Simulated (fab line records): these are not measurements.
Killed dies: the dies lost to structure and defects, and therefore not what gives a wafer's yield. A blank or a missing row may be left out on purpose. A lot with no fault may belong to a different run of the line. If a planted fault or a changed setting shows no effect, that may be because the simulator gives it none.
Which tool was responsible? ; flow berkeley-cmos170 ; 42 wafers from 14 lots sampled at 6 of the route's 331 steps

WHAT THE GAUGES READ, wafer by wafer
UCB170_PWELL_THK_MEAS_06.
lot;measured;on;PWELL_NITRIDE_THK (nm)
L537;day 3 03:53;film-metro-01;220.4 217.9 219.3
L539;day 3 16:06;film-metro-01;225.6 223.5 225.3
L540;day 3 23:13;film-metro-03;219.6 218.8 217.3
L541;day 3 23:14;film-metro-01;222.4 219.9 220.0
L542;day 4 12:12;film-metro-04;221.3 221.4 222.4
L551;day 6 01:43;film-metro-01;216.9 221.0 219.0
L553;day 6 21:23;film-metro-04;221.5 220.9 221.6
L554;day 6 21:23;film-metro-03;222.7 220.6 223.7
L555;day 6 21:24;film-metro-01;223.0 222.2 222.1
L556;day 7 05:02;film-metro-01;222.0 220.2 221.1
L557;day 7 15:48;film-metro-01;218.1 220.7 218.5
L558;day 7 15:48;film-metro-04;219.0 218.2 217.7
L559;day 7 15:52;film-metro-01;216.4 218.4 216.7
L560;day 8 02:41;film-metro-04;217.2 216.0 215.7

UCB170_PWELL_OVL_MEAS_13.
lot;measured;on;PWELL_OVL (nm)
L537;day 3 06:54;overlay-02;1 1 1
L539;day 3 17:36;overlay-01;12 3 9
L540;day 4 00:36;overlay-02;2 2 -2
L541;day 4 00:43;overlay-01;0 1 5
L542;day 4 13:13;overlay-02;11 3 6
L551;day 6 03:46;overlay-02;-8 -2 2
L553;day 6 22:46;overlay-02;1 -2 6
L554;day 6 22:17;overlay-02;1 3 6
L555;day 6 22:32;overlay-01;8 7 7
L556;day 7 06:16;overlay-01;5 -5 1
L557;day 7 17:44;overlay-01;0 0 0
L558;day 7 18:02;overlay-02;3 11 13
L559;day 7 18:40;overlay-02;-1 2 -9
L560;day 8 04:02;overlay-02;4 6 -8

UCB170_FIELD_THK_MEAS_02.
lot;measured;on;FIELD_OXIDE_THK (nm)
L537;day 5 12:04;film-metro-01;550 545 546
L539;day 5 20:38;film-metro-04;563 551 564
L540;day 6 01:59;film-metro-03;548 550 550
L541;day 6 02:00;film-metro-04;543 529 532
L542;day 6 14:43;film-metro-04;554 559 555
L551;day 8 01:50;film-metro-04;543 538 546
L553;day 8 20:25;film-metro-01;557 551 558
L554;day 8 20:24;film-metro-04;551 545 554
L555;day 8 20:22;film-metro-01;554 552 556
L556;day 9 03:42;film-metro-04;557 556 551
L557;day 9 13:52;film-metro-04;560 556 560
L558;day 9 13:48;film-metro-04;558 563 564
L559;day 9 13:49;film-metro-01;541 551 555
L560;day 9 23:21;film-metro-03;555 552 566

UCB170_NLDD_TW_MEAS_11.
lot;measured;on;NLDD_TW
L537;day 7 10:56;film-metro-02;2245 2253 2248
L539;day 8 01:19;film-metro-04;2186 2189 2199
L540;day 8 00:11;film-metro-04;2193 2200 2209
L541;day 8 01:29;film-metro-02;30 30 30
L542;day 8 15:11;film-metro-02;30 30 30
L551;day 10 04:57;film-metro-02;2228 2232 2233
L553;day 10 17:27;film-metro-04;2186 2175 2200
L554;day 10 17:46;film-metro-04;2183 2185 2183
L555;day 10 17:11;film-metro-02;2231 2224 2215
L556;day 11 01:23;film-metro-02;2226 2218 2227
L557;day 11 15:31;film-metro-04;2180 2176 2185
L558;day 11 15:53;film-metro-03;2202 2203 2205
L559;day 11 16:14;film-metro-03;2213 2197 2196
L560;day 11 23:31;film-metro-03;2204 2211 2204

TOOL THAT RAN EACH LOT (tool first, then ch and the chambers of the sampled wafers, then the start)
lot;UCB170_PLDD_STRIP_10;UCB170_NLDD_STRIP_10
L537;plasma-asher-01 ch 0,1, day 7 08:46;plasma-asher-04 ch 0,1, day 7 10:44
L539;plasma-asher-02 ch 0,1, day 7 21:58;plasma-asher-02 ch 0,1, day 8 01:12
L540;plasma-asher-01 ch 0,1, day 7 21:43;plasma-asher-04 ch 0,1, day 8 00:05
L541;plasma-asher-03 ch 0,1, day 7 22:14;plasma-asher-01 ch 0,1, day 8 01:23
L542;plasma-asher-03 ch 0, day 8 12:53;plasma-asher-02 ch 0,1, day 8 15:04
L551;plasma-asher-02 ch 1, day 10 02:13;plasma-asher-04 ch 0,1, day 10 04:50
L553;plasma-asher-03 ch 0,1, day 10 15:24;plasma-asher-02 ch 0,1, day 10 17:22
L554;plasma-asher-03 ch 0,1, day 10 15:41;plasma-asher-04 ch 0,1, day 10 17:41
L555;plasma-asher-03 ch 0,1, day 10 15:08;plasma-asher-04 ch 0,1, day 10 17:05
L556;plasma-asher-03 ch 0,1, day 10 23:21;plasma-asher-02 ch 0,1, day 11 01:17
L557;plasma-asher-02 ch 0,1, day 11 13:38;plasma-asher-02 ch 0,1, day 11 15:25
L558;plasma-asher-02 ch 0,1, day 11 14:01;plasma-asher-02 ch 0,1, day 11 15:47
L559;plasma-asher-02 ch 0,1, day 11 14:20;plasma-asher-02 ch 0,1, day 11 16:07
L560;plasma-asher-02 ch 0,1, day 11 21:03;plasma-asher-04 ch 0,1, day 11 23:26
- UCB170_PLDD_STRIP_10: strips in O2.
- UCB170_NLDD_STRIP_10: strips in O2.

AS READ BY THE TOOLS THEMSELVES (means over the sampled wafers that have a number; for cases with no such wafer, the mark the record gives instead)
UCB170_PLDD_STRIP_10.
lot;tool;chamber-pressure-mTorr (mTorr);drypump-motor-current-A (A);oes-product-au (a.u.);strip-time-to-endpoint-s (s)
L537;plasma-asher-01;3501;5.92;0.736;21.68
L539;plasma-asher-02;3499;5.73;0.735;21.66
L540;plasma-asher-01;3500;5.75;0.731;21.54
L541;plasma-asher-03;-;-;-;-
L542;plasma-asher-03;-;-;-;-
L551;plasma-asher-02;3499;6.02;0.738;21.72
L553;plasma-asher-03;3498;5.69;0.731;21.64
L554;plasma-asher-03;3500;5.66;0.734;21.63
L555;plasma-asher-03;3501;5.48;0.735;21.64
L556;plasma-asher-03;3499;5.49;0.740;21.62
L557;plasma-asher-02;3496;5.75;0.734;21.60
L558;plasma-asher-02;3499;5.76;0.734;21.57
L559;plasma-asher-02;3500;5.90;0.731;21.62
L560;plasma-asher-02;3497;5.88;0.734;21.64

UCB170_NLDD_STRIP_10.
lot;tool;chamber-pressure-mTorr (mTorr);drypump-motor-current-A (A);oes-product-au (a.u.);strip-time-to-endpoint-s (s)
L537;plasma-asher-04;3498.9;5.32;0.734;21.58
L539;plasma-asher-02;3498.9;5.89;0.730;21.69
L540;plasma-asher-04;3500.8;5.34;0.738;21.67
L541;plasma-asher-01;3502.7;5.94;0.735;47.79
L542;plasma-asher-02;3498.5;5.75;0.738;47.80
L551;plasma-asher-04;3502.2;5.38;0.734;21.66
L553;plasma-asher-02;3498.4;5.88;0.730;21.69
L554;plasma-asher-04;3498.3;5.42;0.733;21.67
L555;plasma-asher-04;3499.0;5.33;0.734;21.57
L556;plasma-asher-02;3502.1;5.74;0.735;21.55
L557;plasma-asher-02;3501.3;5.88;0.733;21.61
L558;plasma-asher-02;3498.9;5.88;0.731;21.55
L559;plasma-asher-02;3497.6;5.77;0.734;21.66
L560;plasma-asher-04;3499.6;5.31;0.736;21.68

THE ANSWER, worked out from the rows above alone
Rule: what is usual is taken from the lots themselves. Put in order of their means at a reading, lots are off if they are a third of the lots or fewer, leave a main group of 4 or more, and stand apart from it by a gap of 3 or more times the standard deviation of the main group's means; of several such gaps the widest counts. A main group is skipped when, at the precision printed for the reading in the tables above, its means are all equal. Also off: a lot with no number at a reading for which 4 or more lots have one. The other lots that the step has rows for count as sound. Order of review: gauges by route order, followed by the tools' own readings, for which a lot's mean as printed above is used. At the first step where some lot is off, the reading lying furthest off is the one used; lots without a number count as furthest.
Off: at UCB170_NLDD_TW_MEAS_11 (NLDD_TW), L541, L542. Main group: mean 2207, sd 20.
A tool fits if, at a process step before that reading, it ran every lot that is off, and no sound lot after the first of them. The gauges at UCB170_NLDD_TW_MEAS_11 aren't tried: what is off there is off at UCB170_PLDD_STRIP_10 too, on other tools, and a gauge's error can't cause that. Not one of the candidates tried fits.

WHAT THE SIMULATOR HAD PUT IN
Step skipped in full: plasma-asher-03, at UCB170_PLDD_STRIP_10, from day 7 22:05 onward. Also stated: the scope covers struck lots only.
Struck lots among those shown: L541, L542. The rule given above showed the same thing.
